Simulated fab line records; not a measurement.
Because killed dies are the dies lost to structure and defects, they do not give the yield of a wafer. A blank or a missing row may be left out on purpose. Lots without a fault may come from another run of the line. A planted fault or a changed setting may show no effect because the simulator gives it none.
fab line records -- flow rit-cmos
record: lots: 14, wafers: 42, last-day: 7
route steps=202 shown GATE@81
lots untouched by any fault: they come from a run of this same line in which no faults occurred
start-h: start of the lot's first displayed wafer, in hours after the record's first day -- wait-h: time in hours since the lot's previous step -- " same as the row above -- L1.1+2: one row covering several wafers at once -- - value missing, or start not given -- * or withheld: withheld -- < > ~ a bound
route shown NAME@n: a module of which the file shows steps, and the number in the route of the first -- usual: mean/standard deviation taken from wafers without a fault -- same: alike in all rows -- chamber/n: place in a boat -- sites: per-site readings -- _std_site: the standard deviation of these -- _edge_site: the outer-site mean with the inner-site mean subtracted -- radius-mm: how far each site lies from the wafer's centre -- mask NAME#n: copy n -- behind: tool/chamber where the wafer was last shaped -- hold: why the lot was held/for how many hours/how that ended -- device: the transistor (n, p or np) that didn't switch -- end of line: at the end of the route, the tests of the same wafers -- a step without rows: its recipe alone -- killed: dies that structure and defects cost at the first sort, which is not the same as the wafer's yield -- map: a wafer's dies, marking killed ones x, the rest . and places with no die _
set.NAME: the setting that was run; set.NAME@STEP: the one run at that earlier step -- model.NAME: the simulator's own value behind a step, which no gauge read
the route's steps for a sample of lots (tables are steps, rows are wafers)
services: the hour from which a tool's chamber was out of use, counted from the record's first day as start-h (under 0 if before that day), plus the number of hours and why
== steps ==
step: RIT_GATE_OXIDATION_05
recipe: temp-c: 900, ambient: O2, target-thk-a: 30, ox-time-s: 274.8
usual: spike-tc-centre-C: 901.7/1.2, spike-tc-load-C: 924.5/2.5, spike-tc-source-C: 920/4.1, tube-center-temp-C: 899.99/0.08, tube_center_temp_C_max: 902.3/0.37
same: ox-time-s: 274.8
lot.wafer,tool,chamber,start-h,wait-h,spike-tc-centre-C,spike-tc-load-C,spike-tc-source-C,tube-center-temp-C,tube_center_temp_C_max
L870.3,furnace-04,0,39.39,0.3,903.9,924.9,924,899.99,902.8
L870.4,furnace-04,0,39.39,0.3,902.7,925.1,926,899.95,902.2
L870.5,furnace-04,0,39.39,0.3,901.9,923.0,924,899.94,902.0
L871.1,furnace-03,0,43.37,0.2,900.4,923.3,915,899.98,902.8
L871.2,furnace-03,0,43.37,0.2,900.6,921.8,915,900.07,902.4
L871.6,furnace-03,0,43.37,0.2,900.6,922.3,915,899.91,901.9
L872.3,furnace-03,0,48.31,1.0,903.6,920.9,916,900.01,902.6
L872.5,furnace-03,0,48.31,1.0,902.5,921.8,916,899.96,902.1
L872.6,furnace-03,0,48.31,1.0,900.0,922.6,916,899.9,902.3
L873.1,furnace-03,0,52.82,0.1,900.5,921.8,914,900.01,902.4
L873.4,furnace-03,0,52.82,0.1,902.3,922.0,915,899.92,902.5
L873.5,furnace-03,0,52.82,0.1,898.8,921.5,915,900.05,902.5
L874.1,furnace-03,0,58.91,0.1,899.8,922.1,916,900.16,902.3
L874.2,furnace-03,0,58.91,0.1,900.8,923.1,917,900.01,902.2
L874.5,furnace-03,0,58.91,0.1,900.2,921.8,916,900,902.2
L875.2,furnace-03,0,67.61,3.4,901.4,922.8,916,899.92,902.2
L875.3,furnace-03,0,67.61,3.4,900.0,921.6,916,900.05,902.6
L875.6,furnace-03,0,67.61,3.4,901.5,922.6,917,899.8,902.1
L876.1,furnace-03,0,70.62,1.6,901.5,921.8,915,899.88,902.2
L876.2,furnace-03,0,70.62,1.6,902.4,920.4,916,899.91,901.9
L876.5,furnace-03,0,70.62,1.6,901.7,923.6,916,900.07,902.6
L880.2,furnace-01,0,92.80,1.3,902.0,927.1,921,899.89,902.4
L880.5,furnace-01,0,92.80,1.3,901.9,927.9,921,900.07,902.3
L880.6,furnace-01,0,92.80,1.3,900.8,928.6,921,900.13,902.6
L883.4,furnace-04,0,108.18,2.6,923.1,944.4,946,920.15,922.8
L883.5,furnace-04,0,108.18,2.6,922.3,943.4,946,920.03,923.2
L883.6,furnace-04,0,108.18,2.6,924.8,946.0,945,920.11,922.8
L884.1,furnace-04,0,109.26,0.8,922.2,945.0,944,919.97,922.2
L884.5,furnace-04,0,109.26,0.8,921.8,945.7,945,920,922.9
L884.6,furnace-04,0,109.26,0.8,922.8,946.4,944,920.16,923.0
L889.2,furnace-03,0,134.30,0.0,901.5,922.4,915,900.04,902.8
L889.4,furnace-03,0,134.30,0.0,900.9,923.5,915,899.89,901.7
L889.5,furnace-03,0,134.30,0.0,901.2,922.1,917,899.97,902.3
L890.1,furnace-01,0,148.51,6.1,901.8,927.8,921,899.96,901.7
L890.4,furnace-01,0,148.51,6.1,902.2,928.5,921,899.87,902.9
L890.5,furnace-01,0,148.51,6.1,902.1,927.5,921,900.06,902.0
L891.2,furnace-01,0,148.51,1.2,903.4,927.4,922,899.98,902.2
L891.3,furnace-01,0,148.51,1.2,901.1,929.2,922,899.85,901.7
L891.5,furnace-01,0,148.51,1.2,901.2,927.3,920,899.78,902.2
L892.1,furnace-01,0,148.51,0.6,902.6,927.7,922,899.96,902.6
L892.3,furnace-01,0,148.51,0.6,900.4,928.4,921,899.96,901.9
L892.4,furnace-01,0,148.51,0.6,900.5,928.0,922,899.83,902.3
step: RIT_GATE_THK_MEAS_07
recipe: reads: SiO2_of_GATE_OXIDATION_05
usual: GATE_OXIDE_THK: 3.06/0.079
lot.wafer,tool,chamber,start-h,wait-h,GATE_OXIDE_THK[nm]
L870.3,film-metro-02,-,42.07,0.0,2.98
L870.4,film-metro-02,-,42.07,0.0,2.94
L870.5,film-metro-02,-,42.07,0.0,2.95
L871.1,film-metro-02,-,45.20,0.0,3.08
L871.2,film-metro-02,-,45.20,0.0,3.09
L871.6,film-metro-02,-,45.20,0.0,3.06
L872.3,film-metro-01,-,49.65,0.0,3.12
L872.5,film-metro-01,-,49.65,0.0,3.08
L872.6,film-metro-01,-,49.65,0.0,3.16
L873.1,film-metro-01,-,55.13,0.0,3.14
L873.4,film-metro-01,-,55.13,0.0,3.17
L873.5,film-metro-01,-,55.13,0.0,3.15
L874.1,film-metro-02,-,60.47,0.0,3.15
L874.2,film-metro-02,-,60.47,0.0,3.12
L874.5,film-metro-02,-,60.47,0.0,3.12
L875.2,film-metro-04,-,70.82,0.0,3.10
L875.3,film-metro-04,-,70.82,0.0,3.20
L875.6,film-metro-04,-,70.82,0.0,3.09
L876.1,film-metro-01,-,72.99,0.0,3.09
L876.2,film-metro-01,-,72.99,0.0,3.14
L876.5,film-metro-01,-,72.99,0.0,3.21
L880.2,film-metro-01,-,94.60,0.0,3.04
L880.5,film-metro-01,-,94.60,0.0,3.02
L880.6,film-metro-01,-,94.60,0.0,3.02
L883.4,film-metro-04,-,110.60,0.0,3.80
L883.5,film-metro-04,-,110.60,0.0,3.78
L883.6,film-metro-04,-,110.60,0.0,3.88
L884.1,film-metro-02,-,110.82,0.0,3.92
L884.5,film-metro-02,-,110.82,0.0,3.94
L884.6,film-metro-02,-,110.82,0.0,3.90
L889.2,film-metro-01,-,135.64,0.0,2.96
L889.4,film-metro-01,-,135.64,0.0,2.89
L889.5,film-metro-01,-,135.64,0.0,2.95
L890.1,film-metro-02,-,151.15,0.0,2.95
L890.4,film-metro-02,-,151.15,0.0,2.93
L890.5,film-metro-02,-,151.15,0.0,2.90
L892.1,film-metro-04,-,151.15,0.0,3.12
L892.3,film-metro-04,-,151.15,0.0,3.10
L892.4,film-metro-04,-,151.15,0.0,3.09
L891.2,film-metro-01,-,151.16,0.0,3.07
L891.3,film-metro-01,-,151.16,0.0,3.09
L891.5,film-metro-01,-,151.16,0.0,3.20
== services ==
tool,chamber,start-h,hours,kind
furnace-04,-,63.01,7.1,pm
furnace-03,-,104.57,4.4,pm
furnace-01,-,122.83,3.4,pm
furnace-04,-,139.62,15.9,repair
== key ==
first-sign: step: RIT_GATE_OXIDATION_05, reading: tube-center-temp-C, direction: up, sigmas: 99+, usual: *, struck: *
effect: step: RIT_GATE_OXIDATION_05, reading: tube_center_temp_C_max, direction: up, sigmas: 55, usual: *, struck: *
effect: step: RIT_GATE_THK_MEAS_07, reading: GATE_OXIDE_THK, direction: up, sigmas: 10, usual: 3.06, struck: 3.87
met-at RIT_GATE_OXIDATION_05
struck-lots L883,L884
tester-left-out L883,L884
onset-between 39.39 108.18
fault: kind: process-parameter-drift, tool: furnace-04, chamber: -, onset-h: 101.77, steps: RIT_GATE_OXIDATION_05, channel: temp-c, offset: *, shape: step, end-h: 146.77, acts-in: *, stated: *
tester-left-out: of these lots the tester's yield and bins aren't shown, on N5 and GAA mostly nor the transistor test; their killed dies are dies lost to structure and defects alone, not to doping, threshold or leakage, so they don't give the yield
